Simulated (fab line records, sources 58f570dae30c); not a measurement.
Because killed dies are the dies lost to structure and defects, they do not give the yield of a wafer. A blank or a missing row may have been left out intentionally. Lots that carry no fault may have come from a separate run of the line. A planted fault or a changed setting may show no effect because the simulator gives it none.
Which of the tools did it? | flow berkeley-cmos170 | 14 lots, 42 wafers sampled, at 6 steps of a route of 331

## WHAT EACH GAUGE READ, for each wafer
UCB170_PLDD_OVL_MEAS_07.
lot  | measured     | on         | PLDD_OVL (nm)
L928 | day 6 12:24  | overlay-01 | -2 -5 -3
L927 | day 6 12:58  | overlay-02 | -2 -3 -9
L929 | day 7 04:47  | overlay-01 | -4 -7 -12
L930 | day 7 05:04  | overlay-01 | 4 2 2
L933 | day 8 00:59  | overlay-02 | 3 0 1
L932 | day 8 01:18  | overlay-02 | -5 -2 -7
L937 | day 8 10:14  | overlay-02 | -2 3 1
L934 | day 8 10:26  | overlay-02 | 7 -1 6
L935 | day 8 10:48  | overlay-01 | 1 7 -4
L941 | day 9 14:18  | overlay-02 | 0 -3 1
L939 | day 9 14:43  | overlay-01 | 3 3 1
L942 | day 9 19:29  | overlay-01 | -4 3 -3
L947 | day 11 07:21 | overlay-01 | 5 -4 8
L948 | day 11 07:37 | overlay-02 | 8 5 0

UCB170_CONTACT_CD_MEAS_90: target cd 700 nm.
lot  | measured     | on        | cd-nm (nm)
L928 | day 7 06:41  | cd-sem-01 | 700.2 700.1 700.5
L927 | day 7 07:00  | cd-sem-01 | 699.5 703.3 700.7
L929 | day 7 23:13  | cd-sem-02 | 701.0 700.4 700.4
L930 | day 8 00:22  | cd-sem-02 | 700.4 700.8 701.9
L933 | day 8 18:10  | cd-sem-02 | 699.3 697.4 699.2
L932 | day 8 17:32  | cd-sem-01 | 698.7 699.5 700.8
L937 | day 9 05:49  | cd-sem-01 | 701.0 702.8 701.2
L934 | day 9 03:53  | cd-sem-02 | 700.8 699.7 700.4
L935 | day 9 05:35  | cd-sem-02 | 699.7 698.5 700.3
L941 | day 10 09:50 | cd-sem-01 | 700.2 702.2 701.4
L939 | day 10 12:34 | cd-sem-02 | - - -
L942 | day 10 12:50 | cd-sem-01 | - - -
L947 | day 12 03:36 | cd-sem-02 | 697.8 696.4 698.6
L948 | day 12 04:13 | cd-sem-01 | 698.3 698.3 697.0

## WHICH TOOL RAN EACH LOT (tool, then ch and the chambers of the sampled wafers, then the start)
lot  | UCB170_SPACER_CVD_00            | UCB170_SDANNEAL_RTA_01           | UCB170_CONTACT_ETCH_17             | UCB170_CONTACT_ETCH_18
L928 | pecvd-04 ch 0,1, day 6 15:36    | rtp-anneal-02 ch 0, day 7 01:32  | rie-diel-01 ch 1,2,3, day 7 06:25  | rie-diel-01 ch 1,2,3, day 7 06:41 or earlier
L927 | pecvd-04 ch 1,2, day 6 16:25    | rtp-anneal-01 ch 0, day 7 01:47  | rie-diel-02 ch 0,2,3, day 7 06:41  | rie-diel-02 ch 0,2,3, day 7 07:00 or earlier
L929 | pecvd-03 ch 0,2, day 7 07:18    | rtp-anneal-01 ch 0, day 7 17:42  | rie-diel-01 ch 0,1, day 7 22:58    | rie-diel-01 ch 0,1, day 7 23:13 or earlier
L930 | pecvd-04 ch 0,2, day 7 07:35    | rtp-anneal-02 ch 0, day 7 18:09  | rie-diel-01 ch 1,3, day 8 00:06    | rie-diel-01 ch 1,3, day 8 00:22 or earlier
L933 | pecvd-04 ch 0,2, day 8 03:23    | rtp-anneal-01 ch 0, day 8 13:10  | rie-diel-04 ch 0,1,3, day 8 17:52  | rie-diel-04 ch 0,1,3, day 8 18:10 or earlier
L932 | pecvd-01 ch 0,1,2, day 8 03:35  | rtp-anneal-02 ch 0, day 8 12:32  | rie-diel-01 ch 0,3, day 8 17:15    | rie-diel-01 ch 0,3, day 8 17:32 or earlier
L937 | pecvd-04 ch 0,2, day 8 12:37    | rtp-anneal-01 ch 0, day 8 22:57  | rie-diel-02 ch 0,1,3, day 9 05:30  | rie-diel-02 ch 0,1,3, day 9 05:49 or earlier
L934 | pecvd-03 ch 0,1, day 8 13:17    | rtp-anneal-02 ch 0, day 8 22:43  | rie-diel-01 ch 0,2,3, day 9 03:37  | rie-diel-01 ch 0,2,3, day 9 03:53 or earlier
L935 | pecvd-03 ch 0,1,2, day 8 13:37  | rtp-anneal-02 ch 0, day 8 23:13  | rie-diel-04 ch 0,3, day 9 05:17    | rie-diel-04 ch 0,3, day 9 05:35 or earlier
L941 | pecvd-04 ch 0,1, day 9 17:21    | rtp-anneal-01 ch 0, day 10 04:43 | rie-diel-01 ch 2,3, day 10 09:33   | rie-diel-01 ch 2,3, day 10 09:50 or earlier
L939 | pecvd-01 ch 1,2, day 9 17:38    | rtp-anneal-01 ch 0, day 10 05:10 | rie-diel-01 ch 1,2,3, day 10 12:18 | rie-diel-01 ch 1,2,3, day 10 12:34 or earlier
L942 | pecvd-04 ch 0,2, day 9 21:55    | rtp-anneal-01 ch 0, day 10 05:37 | rie-diel-02 ch 1,2,3, day 10 12:34 | rie-diel-02 ch 1,2,3, day 10 12:50 or earlier
L947 | pecvd-03 ch 0,1,2, day 11 09:39 | rtp-anneal-02 ch 0, day 11 22:16 | rie-diel-01 ch 0,1,2, day 12 03:16 | rie-diel-01 ch 0,1,2, day 12 03:36 or earlier
L948 | pecvd-03 ch 0,1, day 11 10:13   | rtp-anneal-01 ch 0, day 11 22:22 | rie-diel-01 ch 0,2, day 12 03:56   | rie-diel-01 ch 0,2, day 12 04:13 or earlier
- UCB170_SPACER_CVD_00: deposits SiO2 from TEOS/O2, target thk 376 nm, time 47 s.
- UCB170_SDANNEAL_RTA_01: time 5 s.
- UCB170_CONTACT_ETCH_17: etches BARC in N2/H2.
- UCB170_CONTACT_ETCH_18: etches PSG in CHF3/CF4/Ar, stops on TiSi2, target depth 840 nm, time 195 s.

## AS READ BY THE TOOLS THEMSELVES (means over the sampled wafers that have a number; for cases with no such wafer, the mark the record gives instead)
UCB170_SPACER_CVD_00.
lot  | tool     | heater-power-w (W) | susceptor-temp-C (C)
L928 | pecvd-04 | 300                | 390.18
L927 | pecvd-04 | 311                | 390.11
L929 | pecvd-03 | 279                | 389.80
L930 | pecvd-04 | 328                | 389.84
L933 | pecvd-04 | 327                | 389.80
L932 | pecvd-01 | 291                | 389.85
L937 | pecvd-04 | 284                | 389.86
L934 | pecvd-03 | 231                | 389.94
L935 | pecvd-03 | 275                | 390.19
L941 | pecvd-04 | 312                | 389.91
L939 | pecvd-01 | 248                | 389.87
L942 | pecvd-04 | 312                | 390.27
L947 | pecvd-03 | 275                | 389.85
L948 | pecvd-03 | 273                | 390.11

UCB170_SDANNEAL_RTA_01.
lot  | tool          | lamp-power-pct (%) | wafer_temp_C_max
L928 | rtp-anneal-02 | 39.7               | 1053.8
L927 | rtp-anneal-01 | 38.6               | 1054.8
L929 | rtp-anneal-01 | 38.6               | 1055.8
L930 | rtp-anneal-02 | 39.7               | 1055.2
L933 | rtp-anneal-01 | 38.6               | 1055.1
L932 | rtp-anneal-02 | 39.7               | 1054.9
L937 | rtp-anneal-01 | 38.6               | 1055.0
L934 | rtp-anneal-02 | 39.8               | 1054.2
L935 | rtp-anneal-02 | 39.7               | 1053.5
L941 | rtp-anneal-01 | 38.6               | 1056.1
L939 | rtp-anneal-01 | 38.6               | 1055.6
L942 | rtp-anneal-01 | 38.6               | 1056.8
L947 | rtp-anneal-02 | 39.7               | 1054.7
L948 | rtp-anneal-01 | 38.6               | 1054.8

UCB170_CONTACT_ETCH_17.
lot  | tool        | bias-w (W) | chamber-pressure-mTorr (mTorr) | drypump-motor-current-A (A) | h2-flow-sccm (sccm) | oes-product-au (a.u.) | throttle-valve-pct (%)
L928 | rie-diel-01 | 100.1      | 30.034                         | 5.6                         | 200.5               | 0.990                 | 13.31
L927 | rie-diel-02 | 100.1      | 30.024                         | 5.5                         | 199.6               | 1.016                 | 13.39
L929 | rie-diel-01 | 100.0      | 29.987                         | 5.6                         | 200.0               | 0.990                 | 13.44
L930 | rie-diel-01 | 100.6      | 29.996                         | 5.6                         | 200.2               | 0.977                 | 13.38
L933 | rie-diel-04 | 100.1      | 29.994                         | 5.2                         | 199.6               | 0.975                 | 13.29
L932 | rie-diel-01 | 99.8       | 29.996                         | 5.7                         | 199.8               | 1.012                 | 13.41
L937 | rie-diel-02 | 100.2      | 29.986                         | 5.3                         | 200.0               | 1.030                 | 13.35
L934 | rie-diel-01 | 100.0      | 29.997                         | 5.6                         | 200.0               | 1.000                 | 13.34
L935 | rie-diel-04 | 100.3      | 29.994                         | 5.4                         | 200.3               | 0.985                 | 13.17
L941 | rie-diel-01 | 100.3      | 30.018                         | 5.7                         | 199.6               | 1.000                 | 13.29
L939 | rie-diel-01 | -          | -                              | -                           | -                   | -                     | -
L942 | rie-diel-02 | -          | -                              | -                           | -                   | -                     | -
L947 | rie-diel-01 | 100.2      | 30.018                         | 5.5                         | 200.5               | 0.997                 | 13.34
L948 | rie-diel-01 | 100.3      | 30.006                         | 5.5                         | 199.4               | 1.004                 | 13.38

UCB170_CONTACT_ETCH_18.
lot  | tool        | CHF3_flow_sccm (sccm) | cf4-flow-sccm (sccm) | drypump-motor-current-A (A) | oes-product-au (a.u.) | throttle-valve-pct (%)
L928 | rie-diel-01 | 44.80                 | 14.98                | 5.6                         | 0.869                 | 6.93
L927 | rie-diel-02 | 45.05                 | 14.97                | 5.5                         | 0.906                 | 7.00
L929 | rie-diel-01 | 45.04                 | 15.04                | 5.6                         | 0.880                 | 7.05
L930 | rie-diel-01 | 45.09                 | 14.98                | 5.6                         | 0.871                 | 6.98
L933 | rie-diel-04 | 44.92                 | 14.99                | 5.2                         | 0.866                 | 6.95
L932 | rie-diel-01 | 45.05                 | 15.05                | 5.7                         | 0.890                 | 7.02
L937 | rie-diel-02 | 44.97                 | 15.03                | 5.2                         | 0.900                 | 7.00
L934 | rie-diel-01 | 44.98                 | 15.02                | 5.6                         | 0.884                 | 6.97
L935 | rie-diel-04 | 45.16                 | 15.00                | 5.4                         | 0.870                 | 6.83
L941 | rie-diel-01 | 45.13                 | 14.99                | 5.7                         | 0.888                 | 6.92
L939 | rie-diel-01 | 44.97                 | 14.98                | 5.6                         | 0.371                 | 6.94
L942 | rie-diel-02 | 44.96                 | 14.99                | 5.5                         | 0.380                 | 6.97
L947 | rie-diel-01 | 44.90                 | 15.04                | 5.5                         | 0.876                 | 6.97
L948 | rie-diel-01 | 45.11                 | 15.03                | 5.5                         | 0.885                 | 7.00

## THE ANSWER, worked out from the rows above alone
Rule: the usual values come from the lots themselves. Put in order of their means at a reading, lots are off if they are a third of the lots or fewer, leave a main group of 4 or more, and stand apart from it by a gap of 3 or more times the standard deviation of the main group's means; of several such gaps the widest counts. Not used: any main group whose means are identical at the precision the tables above print for the reading. Also off: a lot with no number at a reading for which 4 or more lots have one. Where the step has rows for the other lots, those lots are counted as sound. After the gauges, taken in route order, come the tools' own readings; for these a lot's mean is taken, as printed above. The first step at which some lot is off is used, and at that step the reading that is off furthest; a lot without a number counts as furthest.
Off: L939, L942 (UCB170_CONTACT_CD_MEAS_90, cd-nm). Without a number there: L939, L942. For the main group the mean is 700.0 nm and the standard deviation 1.3.
A tool fits if, at a process step before that reading, it ran every lot that is off, and no sound lot after the first of them. Not tried: the gauges at UCB170_CONTACT_CD_MEAS_90; whatever is off there is also off at UCB170_CONTACT_ETCH_17, on other tools, and gauge error can't account for it. Because UCB170_CONTACT_ETCH_18 lacks a start for some lots, the hours and order of its lots are taken from UCB170_CONTACT_CD_MEAS_90. None of those tried fits.

## WHAT THE SIMULATOR PUT IN
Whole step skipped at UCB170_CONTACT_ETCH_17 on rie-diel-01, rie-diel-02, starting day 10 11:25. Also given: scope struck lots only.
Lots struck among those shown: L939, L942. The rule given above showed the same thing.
